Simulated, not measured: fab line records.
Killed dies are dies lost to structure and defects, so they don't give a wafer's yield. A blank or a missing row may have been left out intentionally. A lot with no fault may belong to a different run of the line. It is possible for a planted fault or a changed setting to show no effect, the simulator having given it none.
Comparing a struck lot with a sound one    flow rit_cmos    43 steps out of a route of 202
Sound: these wafers, L141.1, L141.5, L141.6. The struck wafers were L157.2, L157.5, L157.6. At the end, the cause is stated.
Per side, at each step with rows, come the tool, then ch with its chambers, and then its first start. Under that, the readings that differ: sound wafers    struck wafers    difference of the means    sigmas: that difference in standard deviations of wafers without a fault.
alike: a reading whose means differ by less than 2 such deviations, as well as words and numbers matching on both sides. not compared: withheld readings; readings where some wafer has no value; bounds like >300 that might hide an equal value; numbers whose values overlap and for which the record gives no deviation.
Wherever a step has rows on one side only, a row that says differs or no value, or a row with sigmas, the two part there. Numbers that have no deviation but don't overlap get no sigmas and don't part them. A reading missing from all wafers of one side parts the sides only when that side holds two or more wafers.

first, 2 steps without rows for these wafers: RIT_NLDD_HARDBAKE_07 (time 60 s); RIT_NLDD_IMPLANT_08.
RIT_NLDD_STRIP_09: strips in O2, time 180 s.
  sound on plasma_asher-01 ch 0,1, day 3 05:22; struck on plasma_asher-04 ch 0,1, day 6 16:33
  alike: drypump_motor_current_A, o2_flow_sccm
  not compared: rf_hours_counter_h
RIT_NLDD_TW_MEAS_10:
  struck on film_metro-01, day 6 16:44; sound on film_metro-01, day 3 05:32
  alike: NLDD_TW
then, 6 steps without rows for these wafers: RIT_PLDD_HMDS_00 (prime time 60 s); RIT_PLDD_COAT_01 (resist thk 1000 nm); RIT_PLDD_SOFTBAKE_02 (time 60 s); RIT_PLDD_EXPOSE_03 (exposes mask M8, target cd 40900 nm); RIT_PLDD_PEB_04; RIT_PLDD_DEVELOP_05 (develop time 50 s).
RIT_PLDD_OVL_MEAS_06:
  struck on overlay-02, day 6 17:38; sound on overlay-02, day 3 06:37
reading        sound           struck          difference  sigmas
PLDD_OVL (nm)  -0.6 -1.8 -0.7  -5.0 -5.5 -3.4  -3.6        -3
then, 1 step without rows for these wafers: RIT_PLDD_HARDBAKE_07 (time 60 s).
RIT_PLDD_IMPLANT_08:
  sound on implanter-03 ch 0, day 3 06:48; struck on implanter-02 ch 0, day 6 17:57
reading                           sound                          struck                            difference   sigmas
dose_ions_cm2                     8.995e+14 9.003e+14 9.002e+14  1.7079e+15 1.7086e+15 1.7082e+15  +8.0823e+14  +99 or more
end_station_pressure_torr (Torr)  7.2e-06 7.3e-06 7e-06          1.02e-05 9.8e-06 9.7e-06          +2.73e-06    +7
faraday_current_uA                2767 2788 2880                 5375 5314 5305                    +2520        +52
RIT_PLDD_STRIP_09: strips in O2, time 180 s.
  sound on plasma_asher-03 ch 0,1, day 3 06:57; struck on plasma_asher-04 ch 0,1, day 6 18:05
  alike: drypump_motor_current_A, o2_flow_sccm
  not compared: rf_hours_counter_h
RIT_PLDD_TW_MEAS_10:
  struck on film_metro-04, day 6 18:29; sound on film_metro-04, day 3 07:08
reading  sound           struck          difference  sigmas
PLDD_TW  2339 2343 2352  2715 2719 2716  +372        +14
  not compared: hold
then, 3 steps without rows for these wafers: RIT_SPACER_CLEAN_01 (cleans in dHF, time 30 s); RIT_SPACER_CLEAN_02 (cleans in SC2, time 600 s); RIT_SPACER_CVD_03 (deposits Si3N4 from SiH2Cl2/NH3, target thk 250 nm, time 3300 s).
RIT_SPACER_THK_MEAS_04:
  struck on film_metro-02, day 7 00:32; sound on film_metro-01, day 3 09:28
  alike: SPACER_NITRIDE_THK
RIT_SPACER_ETCHBACK_05: etches Si3N4 in SF6/CHF3, stops on SiO2, target depth 250 nm, time 240 s.
  sound on rie_diel-04 ch 0,2, day 3 09:32; struck on rie_diel-03 ch 1,2, day 7 00:35
  alike: SF6_flow_sccm, drypump_motor_current_A, oes_product_au, throttle_valve_pct
  not compared: rf_hours_counter_h
then, 6 steps without rows for these wafers: RIT_NSD_HMDS_00 (prime time 60 s); RIT_NSD_COAT_01 (resist thk 1000 nm); RIT_NSD_SOFTBAKE_02 (time 60 s); RIT_NSD_EXPOSE_03 (exposes mask M9, target cd 40700 nm); RIT_NSD_PEB_04; RIT_NSD_DEVELOP_05 (develop time 50 s).
RIT_NSD_OVL_MEAS_06:
  struck on overlay-01, day 7 01:47; sound on overlay-01, day 3 10:40
  alike: NSD_OVL
then, 2 steps without rows for these wafers: RIT_NSD_HARDBAKE_07 (time 60 s); RIT_NSD_IMPLANT_08.
RIT_NSD_STRIP_09: strips in O2, time 180 s.
  sound on plasma_asher-01 ch 0,1, day 3 10:59; struck on plasma_asher-03 ch 0,1, day 7 02:26
  alike: drypump_motor_current_A, o2_flow_sccm
  not compared: rf_hours_counter_h
RIT_NSD_TW_MEAS_10:
  struck on film_metro-04, day 7 02:37; sound on film_metro-01, day 3 11:10
  alike: NSD_TW
then, 6 steps without rows for these wafers: RIT_PSD_HMDS_00 (prime time 60 s); RIT_PSD_COAT_01 (resist thk 1000 nm); RIT_PSD_SOFTBAKE_02 (time 60 s); RIT_PSD_EXPOSE_03 (exposes mask M10, target cd 40900 nm); RIT_PSD_PEB_04; RIT_PSD_DEVELOP_05 (develop time 50 s).
RIT_PSD_OVL_MEAS_06:
  struck on overlay-01, day 7 03:50; sound on overlay-02, day 3 12:12
  alike: PSD_OVL
then, 2 steps without rows for these wafers: RIT_PSD_HARDBAKE_07 (time 60 s); RIT_PSD_IMPLANT_08.
RIT_PSD_STRIP_09: strips in O2, time 180 s.
  sound on plasma_asher-02 ch 0,1, day 3 12:32; struck on plasma_asher-01 ch 0,1, day 7 04:14
  alike: drypump_motor_current_A, o2_flow_sccm
  not compared: rf_hours_counter_h
RIT_SDANNEAL_RS_MEAS_06: measurement is done with a four-point probe.
  struck on film_metro-01, day 7 05:26; sound on film_metro-01, day 3 13:26
reading           sound              struck             difference  sigmas
PLDD_RS (ohm/sq)  178.6 178.1 178.2  153.2 152.9 152.9  -25.3       -52
  not compared: hold
RIT_M1_PROBE_99:
  sound wafers here have rows in the record (prober-01, day 3 20:35); struck ones have none

## WHERE THEY PART
First at RIT_PLDD_OVL_MEAS_06; last, within this record, at RIT_M1_PROBE_99.

WHY: the cause the simulator had injected
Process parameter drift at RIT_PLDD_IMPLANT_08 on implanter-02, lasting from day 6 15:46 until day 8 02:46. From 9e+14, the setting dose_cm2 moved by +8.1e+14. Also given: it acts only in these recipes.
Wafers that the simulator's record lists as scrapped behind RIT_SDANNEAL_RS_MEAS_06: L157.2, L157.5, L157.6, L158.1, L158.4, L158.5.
